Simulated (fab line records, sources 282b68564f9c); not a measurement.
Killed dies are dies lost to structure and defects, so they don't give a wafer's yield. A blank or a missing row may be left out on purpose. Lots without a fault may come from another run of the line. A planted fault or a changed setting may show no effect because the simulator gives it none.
Split-lot experiment | flow rit_cmos | 5 lots, 23 wafers read, on a route of 202 steps

THE SPLIT
At RIT_NWELL_COAT_01 (resist thk 1300 nm), the setting spin_rpm was moved away from the recipe's 2000 rpm on 7 of the 23 wafers read, by +3.2% to +7.3%. The other wafers ran this setting at the recipe's value.

The file shows no step between the split and the reading.

THE READING
NOVOLAK_of_NWELL_COAT_01.thk_nm (the simulator's own value, which no gauge read), in nm, at RIT_NWELL_HARDBAKE_07 (time 120 s). The file gives no usual value for it. The 16 wafers here that ran the recipe average 1140 nm, standard deviation 3.9 nm.

wafer  | tool, chamber at the split | spin_rpm as run, rpm | against the recipe | NOVOLAK_of_NWELL_COAT_01.thk_nm, nm | against lot-mates on the recipe
L074.1 | litho_track-03, 0          | 2110                 | +5.5%              | 1108                                | -34
L074.2 | litho_track-03, 0          | 2110                 | +5.5%              | 1114                                | -28
L074.4 | litho_track-03, 0          | 2110                 | +5.5%              | 1110                                | -32
L074.5 | litho_track-03, 0          | 2000                 | recipe             | 1141                                | -
L074.6 | litho_track-03, 0          | 2000                 | recipe             | 1143                                | -
L078.1 | litho_track-02, 0          | 2000                 | recipe             | 1139                                | -
L078.2 | litho_track-02, 0          | 2000                 | recipe             | 1138                                | -
L078.5 | litho_track-02, 0          | 2000                 | recipe             | 1136                                | -
L079.1 | litho_track-03, 0          | 2065                 | +3.2%              | 1118                                | -20
L079.2 | litho_track-03, 0          | 2000                 | recipe             | 1137                                | -
L079.4 | litho_track-03, 0          | 2065                 | +3.2%              | 1123                                | -15
L079.5 | litho_track-03, 0          | 2000                 | recipe             | 1136                                | -
L079.6 | litho_track-03, 0          | 2000                 | recipe             | 1141                                | -
L080.2 | litho_track-01, 0          | 2146                 | +7.3%              | 1094                                | -41
L080.3 | litho_track-01, 0          | 2000                 | recipe             | 1136                                | -
L080.4 | litho_track-01, 0          | 2000                 | recipe             | 1134                                | -
L080.5 | litho_track-01, 0          | 2146                 | +7.3%              | 1098                                | -37
L080.6 | litho_track-01, 0          | 2000                 | recipe             | 1135                                | -
L084.1 | litho_track-02, 0          | 2000                 | recipe             | 1146                                | -
L084.2 | litho_track-02, 0          | 2000                 | recipe             | 1140                                | -
L084.6 | litho_track-02, 0          | 2000                 | recipe             | 1140                                | -
L084.3 | litho_track-02, 0          | 2000                 | recipe             | 1148                                | -
L084.4 | litho_track-02, 0          | 2000                 | recipe             | 1143                                | -

THE FIT
A straight line over all 23 wafers: NOVOLAK_of_NWELL_COAT_01.thk_nm changes by -5.67 nm for each +1% of spin_rpm; r = -0.97; the points scatter about the line by 3.8 nm.
The same after taking each lot's own level away (the mean of its wafers on the recipe; 23 wafers): -5.49 nm for each +1%; r = -0.99; scatter 2.4 nm.
On that fit, the largest move of spin_rpm shifts the reading by 40 nm.
The lots' own levels span 1135.0 to 1143.4 nm, that is 2.2 times the standard deviation above.
So the lot-to-lot level changes the slope little: the two slopes agree.
Check: with one of the wafers moved furthest among these (+7.3%) left out of the fit, the line predicts -39.8 nm for it against its lot-mates. It came out at -41 nm against them.

OTHER SPLITS ON THESE WAFERS
These wafers also went through other splits before the reading. Each is held against what the fit with the lots' levels taken away leaves over:
other split on the same wafers    | wafers away from the commonest value | r with NOVOLAK_of_NWELL_COAT_01.thk_nm (lot level and that fit taken away)
RIT_ACTIVE_OXIDATION_01 ox_time_s | 18                                   | +0.07
RIT_FOX1_OXIDATION_00 ox_time_s   | 15                                   | -0.03

THE WHOLE CHAIN: every reading that the file lists as answering this split, in the file's order
step                  | what it does       | reading                                                                          | change (the file's fit)              | r (the file's)
RIT_NWELL_COAT_01     | resist thk 1300 nm | NOVOLAK_of_NWELL_COAT_01.thk_nm (the simulator's own value, which no gauge read) | -6.23 nm for each +1% of the setting | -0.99
RIT_NWELL_HARDBAKE_07 | time 120 s         | NOVOLAK_of_NWELL_COAT_01.thk_nm (the simulator's own value, which no gauge read) | -5.46 nm for each +1% of the setting | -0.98

THE FILE'S OWN FIT
NOVOLAK_of_NWELL_COAT_01.thk_nm changes by -5.46 nm for each +1% of spin_rpm, r = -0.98.
